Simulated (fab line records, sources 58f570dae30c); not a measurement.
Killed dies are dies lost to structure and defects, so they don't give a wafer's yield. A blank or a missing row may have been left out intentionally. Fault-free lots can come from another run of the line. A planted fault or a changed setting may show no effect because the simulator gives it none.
Lot-split experiment	flow berkeley_cmos170	5 lots, 23 wafers read, on a route of 331 steps

== THE SPLIT ==
At UCB170_FIELD_OXIDATION_01 (target thk 558.3 nm, ox time 7200 s), the setting ox_time_s was moved away from the recipe's 7200 s on 20 of the 23 wafers read, by -14.7% to +9.4%. This setting was run at the recipe's value on the other wafers.

The reading is taken at the split's own step.

== THE READING ==
SiO2_of_FIELD_OXIDATION_01.thk_nm (the simulator's own value, which no gauge read), in nm, at UCB170_FIELD_OXIDATION_01 (target thk 558.3 nm, ox time 7200 s). The file gives no usual value for it. The 3 wafers here that ran the recipe average 537.6 nm, standard deviation 5.2 nm.

wafer	tool, chamber at the split	ox_time_s as run, s	against the recipe	SiO2_of_FIELD_OXIDATION_01.thk_nm, nm	against lot-mates on the recipe
L074.2	-, -	6142	-14.7%	520.6	no lot-mate on the recipe
L074.3	-, -	6142	-14.7%	524.8	no lot-mate on the recipe
L074.4	-, -	6142	-14.7%	507.4	no lot-mate on the recipe
L074.5	-, -	6142	-14.7%	519.1	no lot-mate on the recipe
L074.6	-, -	6142	-14.7%	516.2	no lot-mate on the recipe
L079.1	-, -	7782	+8.1%	605	no lot-mate on the recipe
L079.2	-, -	7782	+8.1%	596	no lot-mate on the recipe
L079.3	-, -	7782	+8.1%	589.2	no lot-mate on the recipe
L079.5	-, -	7782	+8.1%	596.3	no lot-mate on the recipe
L079.6	-, -	7782	+8.1%	597.4	no lot-mate on the recipe
L080.1	furnace-03, 0	7200	recipe	530.5	-
L080.5	furnace-03, 0	7200	recipe	539.2	-
L080.6	furnace-03, 0	7200	recipe	543	-
L082.1	-, -	7875	+9.4%	608.7	no lot-mate on the recipe
L082.2	-, -	7875	+9.4%	608.5	no lot-mate on the recipe
L082.3	-, -	7875	+9.4%	605.1	no lot-mate on the recipe
L082.5	-, -	7875	+9.4%	608	no lot-mate on the recipe
L082.6	-, -	7875	+9.4%	609.6	no lot-mate on the recipe
L084.1	-, -	6926	-3.8%	549.1	no lot-mate on the recipe
L084.2	-, -	6926	-3.8%	545.1	no lot-mate on the recipe
L084.3	-, -	6926	-3.8%	547.8	no lot-mate on the recipe
L084.4	-, -	6926	-3.8%	548.6	no lot-mate on the recipe
L084.6	-, -	6926	-3.8%	543.9	no lot-mate on the recipe

FIT RESULTS
A straight line over all 23 wafers: SiO2_of_FIELD_OXIDATION_01.thk_nm changes by +3.71 nm for each +1% of ox_time_s; r = +0.94; the points scatter about the line by 13 nm.
Too few moved wafers have a lot-mate on the recipe to fit a line with each lot's own level taken away.

== THE FILE'S OWN FIT ==
SiO2_of_FIELD_OXIDATION_01.thk_nm changes by +3.71 nm for each +1% of ox_time_s, r = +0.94.
